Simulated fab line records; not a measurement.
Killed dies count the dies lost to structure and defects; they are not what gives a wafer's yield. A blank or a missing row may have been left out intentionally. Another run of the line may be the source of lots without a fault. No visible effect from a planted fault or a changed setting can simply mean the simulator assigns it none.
Code-filled problem report in 8D (eight disciplines) form :: flow berkeleyCmos170 :: the parts of the form that need people (team, actions taken, sign-off) are left out

1. THE PROBLEM
spinSpeedRpm at UCB170_GATE_COAT_07 reads a mean of 1472.7 rpm on 6 wafers of 2 lots; wafers without a fault read 1499.8 rpm with a standard deviation of 0.82. Relative to the usual mean, that is a shift of -33 standard deviations.
The step: resist thk 900 nm.
The first sign was on wafer L965.2 at day 9 01:00, on lithoTrack-03. The record holds 42 wafers of 14 lots with a number at this step. By rule, "out" or "out of limits" means more than 4 standard deviations away from the usual mean. Any other wafer with a number is counted as sound.

2. WHAT IT IS AND WHAT IT IS NOT
question: which readings at this step
is: spinSpeedRpm
is not: -

question: which lots
is: L965, L967
is not: L957, L958, L959, L960, L961, L962, L974, L975, L976, L977, L979, L980

question: which wafers of those lots
is: all that have a number
is not: -

question: read on which tools
is: lithoTrack-03
is not: lithoTrack-02, lithoTrack-04

question: when
is: from day 9 01:00
is not: up to then (18 sound wafers); but 18 sound wafers of L974, L975, L976, L977, L979, L980 came after

3. WHAT RULES OUT EACH SUSPECT
Counting: a tool at a process step up to the reading stays a suspect if it ran every lot that is out and no sound lot after the first of them.
- lithoTrack-03 at UCB170_GATE_COAT_07 (resist thk 900 nm): kept. Every lot that is out went through it, starting with L965 (day 9 01:00), and after that it ran no sound lot; the last sound lot it ran before then is L961 (day 8 03:00). Its own readings are out on those wafers: spinSpeedRpm.
After counting, what remains is lithoTrack-03 at UCB170_GATE_COAT_07.

4. THE CAUSE (what the simulator had put in)
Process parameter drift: lithoTrack-03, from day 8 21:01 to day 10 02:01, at UCB170_GATE_COAT_07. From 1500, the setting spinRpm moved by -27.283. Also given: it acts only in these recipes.
Only this tool survived the counting.

5. THE EFFECT CHAIN, in route order
Each row: a reading whose mean over the struck wafers that have a number lies more than 3 standard deviations from the usual. Only readings for which the record gives a usual standard deviation are gone through. hours: the time from each lot's start at the first step in this table that gives one to its start at this step, as a median over the lots. sigmas: the change in usual standard deviations.
hours: 0
step: UCB170_GATE_COAT_07
reading: spinSpeedRpm
usual: 1499.8 rpm
on struck wafers: 1472.7
change: -27.1
sigmas: -33
The process steps in it:
- UCB170_GATE_COAT_07: resist thk 900 nm.
At these later measuring or inspecting steps, every struck wafer for which the step has a row has a number for every such reading, and none has moved that far: UCB170_V2_CD_MEAS_12, UCB170_M3_OVL_MEAS_16.

6. HOW IT WOULD HAVE BEEN CAUGHT EARLIER
In this record the first reading out of limits was taken at day 9 01:00, 4 hours after the fault began at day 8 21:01.
